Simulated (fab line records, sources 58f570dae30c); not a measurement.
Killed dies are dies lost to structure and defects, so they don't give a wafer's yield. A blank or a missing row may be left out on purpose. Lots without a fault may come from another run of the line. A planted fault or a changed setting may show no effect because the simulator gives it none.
Which tool did it? | flow berkeley_cmos170 | 14 lots, 42 wafers sampled, at 5 steps of a route of 331

WHAT THE GAUGES READ, wafer by wafer
UCB170_START_THK_MEAS_03. Usual: START_OXIDE_THK 20.1 nm, standard deviation 0.31.
lot  | measured    | on            | START_OXIDE_THK (nm) | flag
L582 | day 2 02:06 | film_metro-02 | 20.2 20.0 20.4       |
L584 | day 2 08:04 | film_metro-04 | 20.1 19.8 19.9       |
L583 | day 2 08:04 | film_metro-02 | 20.2 20.0 19.8       |
L585 | day 2 18:34 | film_metro-01 | 20.0 20.0 19.9       |
L586 | day 2 18:34 | film_metro-02 | 20.5 20.7 20.6       |
L587 | day 3 05:20 | film_metro-02 | 20.0 20.5 20.3       |
L589 | day 3 13:20 | film_metro-01 | 20.4 20.1 20.2       |
L592 | day 4 00:06 | film_metro-04 | 20.3 20.3 20.5       |
L593 | day 4 10:49 | film_metro-02 | 20.4 20.4 20.5       |
L595 | day 4 19:18 | film_metro-01 | 19.7 19.7 19.9       |
L596 | day 4 23:40 | film_metro-04 | 20.4 20.1 20.2       |
L597 | day 5 04:32 | film_metro-02 | 19.9 19.8 19.8       |
L602 | day 6 04:23 | film_metro-02 | 19.9 19.9 20.1       |
L603 | day 6 11:46 | film_metro-04 | 20.7 20.5 20.3       |

UCB170_NWELL_TW_MEAS_16. Usual: NWELL_TW 1242, standard deviation 9.8.
lot  | measured    | on            | NWELL_TW       | flag
L582 | day 3 02:26 | film_metro-02 | 1233 1240 1235 |
L584 | day 3 09:26 | film_metro-04 | 1235 1236 1227 |
L583 | day 3 09:10 | film_metro-02 | 1236 1233 1230 |
L585 | day 3 17:52 | film_metro-02 | 1229 1235 1240 |
L586 | day 3 18:08 | film_metro-03 | 1253 1247 1254 |
L587 | day 4 05:14 | film_metro-04 | 1238 1239 1237 |
L589 | day 4 13:25 | film_metro-04 | 1234 1233 1241 |
L592 | day 4 18:26 | film_metro-02 | 1221 1231 1222 |
L593 | day 5 09:10 | film_metro-03 | 1254 1248 1251 |
L595 | day 5 20:12 | film_metro-04 | 1241 1234 1239 |
L596 | day 5 20:02 | film_metro-02 | 1230 1233 1225 |
L597 | day 5 19:45 | film_metro-04 | 1238 1239 1242 |
L602 | day 7 00:37 | film_metro-03 | 1259 1258 1254 |
L603 | day 7 09:30 | film_metro-04 | 1242 1236 1236 |

UCB170_PFIELD_TW_MEAS_09. Usual: PFIELD_TW 598, standard deviation 5.3.
lot  | measured     | on            | PFIELD_TW   | flag
L582 | day 5 08:14  | film_metro-04 | 595 598 595 |
L584 | day 5 20:31  | film_metro-04 | 596 595 595 |
L583 | day 5 20:41  | film_metro-02 | 592 591 596 |
L585 | day 6 03:08  | film_metro-03 | 607 605 606 |
L586 | day 6 03:25  | film_metro-02 | 592 595 593 |
L587 | day 6 07:51  | film_metro-03 | 608 608 605 |
L589 | day 6 22:46  | film_metro-03 | 602 604 603 |
L592 | day 7 06:35  | film_metro-04 | 593 594 596 |
L593 | day 7 14:46  | film_metro-02 | 584 580 585 |
L595 | day 8 03:53  | film_metro-04 | 596 592 595 |
L596 | day 8 03:48  | film_metro-03 | 601 601 601 |
L597 | day 8 03:36  | film_metro-02 | 585 587 585 |
L602 | day 10 02:05 | film_metro-02 | 592 591 596 |
L603 | day 10 13:47 | film_metro-04 | 598 601 600 |

UCB170_FIELD_THK_MEAS_02. Usual: FIELD_OXIDE_THK 560 nm, standard deviation 7.7.
lot  | measured     | on            | FIELD_OXIDE_THK (nm) | flag
L582 | day 5 15:15  | film_metro-03 | 563 564 559          |
L584 | day 6 04:50  | film_metro-03 | 580 571 569          |
L583 | day 6 04:50  | film_metro-04 | 558 556 555          |
L585 | day 6 11:14  | film_metro-04 | 570 573 570          |
L586 | day 6 11:14  | film_metro-03 | 554 560 568          |
L587 | day 6 11:17  | film_metro-04 | 546 559 560          |
L589 | day 7 05:10  | film_metro-03 | 561 550 544          |
L592 | day 7 13:05  | film_metro-03 | 571 562 549          |
L593 | day 7 22:45  | film_metro-04 | 562 562 565          |
L595 | day 8 15:41  | film_metro-03 | 550 547 549          |
L596 | day 8 15:38  | film_metro-01 | 552 550 543          |
L597 | day 8 15:38  | film_metro-03 | 549 558 555          |
L602 | day 10 12:50 | film_metro-01 | 566 565 564          |
L603 | day 10 23:50 | film_metro-01 | 556 550 544          |

WHICH TOOL RAN EACH LOT (tool, then ch and the chambers of the sampled wafers, then the start)
lot  | UCB170_PFIELD_IMPLANT_07
L582 | implanter-02 ch 0, day 5 08:00
L584 | implanter-03 ch 0, day 5 20:16
L583 | implanter-03 ch 0, day 5 20:27
L585 | implanter-02 ch 0, day 6 02:54
L586 | implanter-04 ch 0, day 6 03:10
L587 | implanter-03 ch 0, day 6 07:36
L589 | implanter-02 ch 0, day 6 22:31
L592 | implanter-02 ch 0, day 7 06:20
L593 | implanter-03 ch 0, day 7 14:34
L595 | implanter-04 ch 0, day 8 03:38
L596 | implanter-02 ch 0, day 8 03:35
L597 | implanter-03 ch 0, day 8 03:22
L602 | implanter-04 ch 0, day 10 01:52
L603 | implanter-04 ch 0, day 10 13:32
- UCB170_PFIELD_IMPLANT_07

WHAT THE TOOLS THEMSELVES READ (means of the sampled wafers that have a number; where no wafer has one, the mark that the record gives instead)
UCB170_PFIELD_IMPLANT_07. Usual: dose_ions_cm2 2e+13, standard deviation 2.2e+10; faraday_current_uA 63.4, standard deviation 1.3.
lot  | tool         | dose_ions_cm2 | faraday_current_uA | flag
L582 | implanter-02 | 2e+13         | 64.7               |
L584 | implanter-03 | 2e+13         | 63.7               |
L583 | implanter-03 | 2e+13         | 63.3               |
L585 | implanter-02 | 2e+13         | 62.4               |
L586 | implanter-04 | 2e+13         | 62.4               |
L587 | implanter-03 | 2e+13         | 63.6               |
L589 | implanter-02 | 2e+13         | 62.7               |
L592 | implanter-02 | 2e+13         | 63.2               |
L593 | implanter-03 | 2e+13         | 59.6               |
L595 | implanter-04 | 2e+13         | 63.9               |
L596 | implanter-02 | 2e+13         | 64.5               |
L597 | implanter-03 | 2e+13         | 59.5               |
L602 | implanter-04 | 2e+13         | 62.8               |
L603 | implanter-04 | 2e+13         | 64.2               |

THE ANSWER, worked out from the rows above alone
Rule: a lot is off if the mean of its wafers that have a number lies more than 3 standard deviations from the usual mean. A lot without any number at a reading at which 4 lots or more have one is off too. The other lots that the step has rows for count as sound. The gauges are gone through in route order, then the tools' own readings, and for those a lot's mean is taken as printed above. The first step at which some lot is off is used, and at that step the reading that is off furthest; a lot without a number counts as furthest.
No lot is off at any reading shown: from this, nothing can be told.

WHAT THE SIMULATOR HAD PUT IN
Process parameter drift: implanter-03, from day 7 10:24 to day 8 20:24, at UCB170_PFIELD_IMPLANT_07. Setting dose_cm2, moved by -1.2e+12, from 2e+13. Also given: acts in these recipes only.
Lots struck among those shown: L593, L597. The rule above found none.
